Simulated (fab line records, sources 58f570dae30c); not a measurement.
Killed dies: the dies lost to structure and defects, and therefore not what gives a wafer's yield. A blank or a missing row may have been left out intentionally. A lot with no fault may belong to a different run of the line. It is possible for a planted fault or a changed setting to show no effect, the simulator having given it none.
What tool caused it? | flow berkeley cmos170 | 14 lots with 42 wafers sampled at 5 steps, on a route of 331 steps

WHAT THE GAUGES SHOWED, per wafer
UCB170_V1_THK_MEAS_01. Usual: for V1_TEOS_THK the level is 2003 nm and the standard deviation is 23.
lot  | measured     | on            | V1_TEOS_THK (nm)              | flag
L321 | day 7 20:04  | film metro-03 | 2005 1965 1996                |
L320 | day 7 20:14  | film metro-04 | 1995 2005 2046                |
L326 | day 8 17:39  | film metro-02 | 2685 2027 1999 2684 2027 1999 | OFF
L327 | day 8 20:22  | film metro-03 | 2008 2049 2039                |
L325 | day 8 20:13  | film metro-03 | 2002 2035 2692 2001 2031 2693 | OFF
L329 | day 9 16:35  | film metro-04 | 1972 2020 2021                |
L334 | day 10 16:17 | film metro-03 | 2012 2028 2045                |
L332 | day 10 16:21 | film metro-02 | 1981 2014 1998                |
L333 | day 10 16:26 | film metro-02 | 1999 1990 2035                |
L336 | day 10 22:47 | film metro-02 | 1968 1988 2011                |
L340 | day 11 04:28 | film metro-04 | 2047 2032 2036                |
L338 | day 11 04:17 | film metro-02 | 1978 1992 1978                |
L341 | day 11 22:16 | film metro-04 | 1966 2019 2006                |
L342 | day 11 22:20 | film metro-04 | 1971 1993 1988                |

UCB170_V2_BOW_MEAS_03. Usual: for V2_BOW the level is 37 um and the standard deviation is 7.3.
lot  | measured     | on            | V2_BOW (um) | flag
L321 | day 8 02:38  | film metro-01 | 47 43 32    |
L320 | day 8 03:42  | film metro-03 | 38 36 32    |
L326 | day 9 05:09  | film metro-03 | 27 27 42    |
L327 | day 9 04:52  | film metro-01 | 31 30 39    |
L325 | day 9 05:48  | film metro-02 | 38 25 37    |
L329 | day 10 04:34 | film metro-02 | 47 35 32    |
L334 | day 10 23:01 | film metro-02 | 22 30 39    |
L332 | day 10 23:31 | film metro-01 | 39 43 47    |
L333 | day 11 00:10 | film metro-03 | 42 37 26    |
L336 | day 11 05:56 | film metro-01 | 39 36 29    |
L340 | day 11 14:05 | film metro-03 | 40 26 25    |
L338 | day 11 13:30 | film metro-03 | 41 33 41    |
L341 | day 12 04:08 | film metro-01 | 44 36 57    |
L342 | day 12 04:52 | film metro-03 | 29 20 30    |

EACH LOT AND THE TOOL THAT RAN IT (in order: tool; ch and the chambers of the sampled wafers; start)
lot  | UCB170_GATE_ETCH_15              | UCB170_CONTACT_STRIP_06              | UCB170_V1_CVD_00
L321 | rie si-01 ch 1,3, day 6 12:41    | plasma asher-01 ch 0,1, day 7 11:03  | pecvd-02 ch 0,1, day 7 19:55
L320 | rie si-01 ch 0,1,3, day 6 12:58  | plasma asher-03 ch 0,1, day 7 12:05  | pecvd-02 ch 1,2, day 7 20:04
L326 | rie si-02 ch 1,2, day 7 16:56    | plasma asher-03 ch 0,1, day 8 10:20  | pecvd-02 ch 0,1,2, day 8 17:32
L327 | rie si-01 ch 0,1,3, day 7 17:46  | plasma asher-03 ch 0, day 8 12:14    | pecvd-04 ch 0,2, day 8 20:13
L325 | rie si-01 ch 0,2,3, day 7 18:55  | plasma asher-01 ch 0,1, day 8 12:08  | pecvd-02 ch 0,2, day 8 20:03
L329 | rie si-02 ch 0,1,2, day 8 13:55  | plasma asher-02 ch 0,1, day 9 07:20  | pecvd-04 ch 0,2, day 9 16:21
L334 | rie si-01 ch 1,2,3, day 9 05:14  | plasma asher-02 ch 0,1, day 10 03:53 | pecvd-03 ch 1,2, day 10 16:07
L332 | rie si-02 ch 0,2,3, day 9 05:28  | plasma asher-03 ch 0,1, day 10 06:40 | pecvd-04 ch 0,1,2, day 10 16:11
L333 | rie si-02 ch 0,1,3, day 9 05:55  | plasma asher-01 ch 0,1, day 10 06:40 | pecvd-03 ch 0,1, day 10 16:16
L336 | rie si-01 ch 0,1,3, day 9 18:19  | plasma asher-01 ch 0,1, day 10 14:35 | pecvd-04 ch 0,1, day 10 22:38
L340 | rie si-01 ch 1,2,3, day 10 00:14 | plasma asher-01 ch 0,1, day 10 21:44 | pecvd-03 ch 0,1,2, day 11 04:22
L338 | rie si-01 ch 0,2,3, day 10 00:28 | plasma asher-02 ch 0,1, day 10 19:41 | pecvd-04 ch 0,1,2, day 11 04:08
L341 | rie si-02 ch 0,1, day 10 17:00   | plasma asher-01 ch 0,1, day 11 13:25 | pecvd-03 ch 0,1,2, day 11 22:06
L342 | rie si-01 ch 0,3, day 10 17:09   | plasma asher-02 ch 0,1, day 11 13:26 | pecvd-02 ch 0,2, day 11 22:06
- UCB170_GATE_ETCH_15: etches poly-Si in HBr/Cl2, stops on SiO2, time 56.3 s, target depth 278.2 nm.
- UCB170_CONTACT_STRIP_06: strips in O2.
- UCB170_V1_CVD_00: deposits SiO2 from TEOS/O2, target thk 2000 nm, time 250 s.

WHAT THE TOOLS THEMSELVES READ (means of the sampled wafers that have a number; where no wafer has one, the mark that the record gives instead)
UCB170_GATE_ETCH_15. Usual: drypump motor current A 5.6 A, standard deviation 0.46; mfc cl2 sccm 50.01 sccm, standard deviation 0.15; oes product au 0.833 a.u., standard deviation 0.018; throttle valve pct 26.40 %, standard deviation 0.28.
lot  | tool      | drypump motor current A (A) | mfc cl2 sccm (sccm) | oes product au (a.u.) | throttle valve pct (%) | flag
L321 | rie si-01 | 5.2                         | 50.06               | 0.847                 | 26.65                  |
L320 | rie si-01 | 5.3                         | 49.96               | 0.839                 | 26.42                  |
L326 | rie si-02 | 5.8                         | 50.09               | 0.832                 | 26.38                  |
L327 | rie si-01 | 5.3                         | 49.99               | 0.835                 | 26.43                  |
L325 | rie si-01 | 5.8                         | 50.12               | 0.842                 | 26.41                  |
L329 | rie si-02 | 5.9                         | 49.96               | 0.824                 | 26.43                  |
L334 | rie si-01 | 5.6                         | 50.01               | 0.851                 | 26.35                  |
L332 | rie si-02 | 5.6                         | 50.08               | 0.838                 | 26.46                  |
L333 | rie si-02 | 5.7                         | 50.03               | 0.828                 | 26.47                  |
L336 | rie si-01 | 5.3                         | 49.86               | 0.848                 | 26.42                  |
L340 | rie si-01 | 5.5                         | 50.03               | 0.848                 | 26.35                  |
L338 | rie si-01 | 5.8                         | 49.99               | 0.836                 | 26.41                  |
L341 | rie si-02 | 6.0                         | 50.07               | 0.817                 | 26.44                  |
L342 | rie si-01 | 5.4                         | 49.98               | 0.838                 | 26.71                  |

UCB170_CONTACT_STRIP_06. Usual: drypump motor current A 5.42 A, standard deviation 0.26; oes product au 0.735 a.u., standard deviation 0.0049; strip time to endpoint s 21.98 s, standard deviation 0.067.
lot  | tool            | drypump motor current A (A) | oes product au (a.u.) | strip time to endpoint s (s) | flag
L321 | plasma asher-01 | 5.29                        | 0.740                 | 22.08                        |
L320 | plasma asher-03 | 5.57                        | 0.739                 | 21.90                        |
L326 | plasma asher-03 | 5.51                        | 0.733                 | 21.95                        |
L327 | plasma asher-03 | 5.62                        | 0.730                 | 21.97                        |
L325 | plasma asher-01 | 5.28                        | 0.733                 | 21.89                        |
L329 | plasma asher-02 | 5.23                        | 0.729                 | 22.03                        |
L334 | plasma asher-02 | 5.22                        | 0.735                 | 21.96                        |
L332 | plasma asher-03 | 5.52                        | 0.731                 | 22.00                        |
L333 | plasma asher-01 | 5.28                        | 0.730                 | 21.84                        |
L336 | plasma asher-01 | 5.30                        | 0.731                 | 21.92                        |
L340 | plasma asher-01 | 5.42                        | 0.730                 | 21.96                        |
L338 | plasma asher-02 | 5.23                        | 0.738                 | 22.02                        |
L341 | plasma asher-01 | 5.43                        | 0.735                 | 22.02                        |
L342 | plasma asher-02 | 5.48                        | 0.733                 | 21.86                        |

UCB170_V1_CVD_00. Usual: heater power w reads 230 W (standard deviation 63).
lot  | tool     | heater power w (W) | flag
L321 | pecvd-02 | 191                |
L320 | pecvd-02 | 203                |
L326 | pecvd-02 | 207                |
L327 | pecvd-04 | 199                |
L325 | pecvd-02 | 179                |
L329 | pecvd-04 | 205                |
L334 | pecvd-03 | 294                |
L332 | pecvd-04 | 197                |
L333 | pecvd-03 | 325                |
L336 | pecvd-04 | 238                |
L340 | pecvd-03 | 256                |
L338 | pecvd-04 | 216                |
L341 | pecvd-03 | 310                |
L342 | pecvd-02 | 172                |

THE ANSWER, worked out from the rows above alone
Rule: lot off if the mean of its wafers having a number is beyond 3 standard deviations from the usual mean. A lot without any number at a reading at which 4 lots or more have one is off too. Where the step has rows for the other lots, those lots are counted as sound. Order of review: gauges by route order, followed by the tools' own readings, for which a lot's mean as printed above is used. At the first step where some lot is off, the reading lying furthest off is the one used; lots without a number count as furthest.
Off: at UCB170_V1_THK_MEAS_01 (V1_TEOS_THK), L326, L325.
If a tool, at a process step before that reading, ran all the lots that are off and no sound lot after the first of them, it fits. The gauges at UCB170_V1_THK_MEAS_01 are tried like those tools. No candidate that was tried fits.

WHAT THE SIMULATOR HAD PUT IN
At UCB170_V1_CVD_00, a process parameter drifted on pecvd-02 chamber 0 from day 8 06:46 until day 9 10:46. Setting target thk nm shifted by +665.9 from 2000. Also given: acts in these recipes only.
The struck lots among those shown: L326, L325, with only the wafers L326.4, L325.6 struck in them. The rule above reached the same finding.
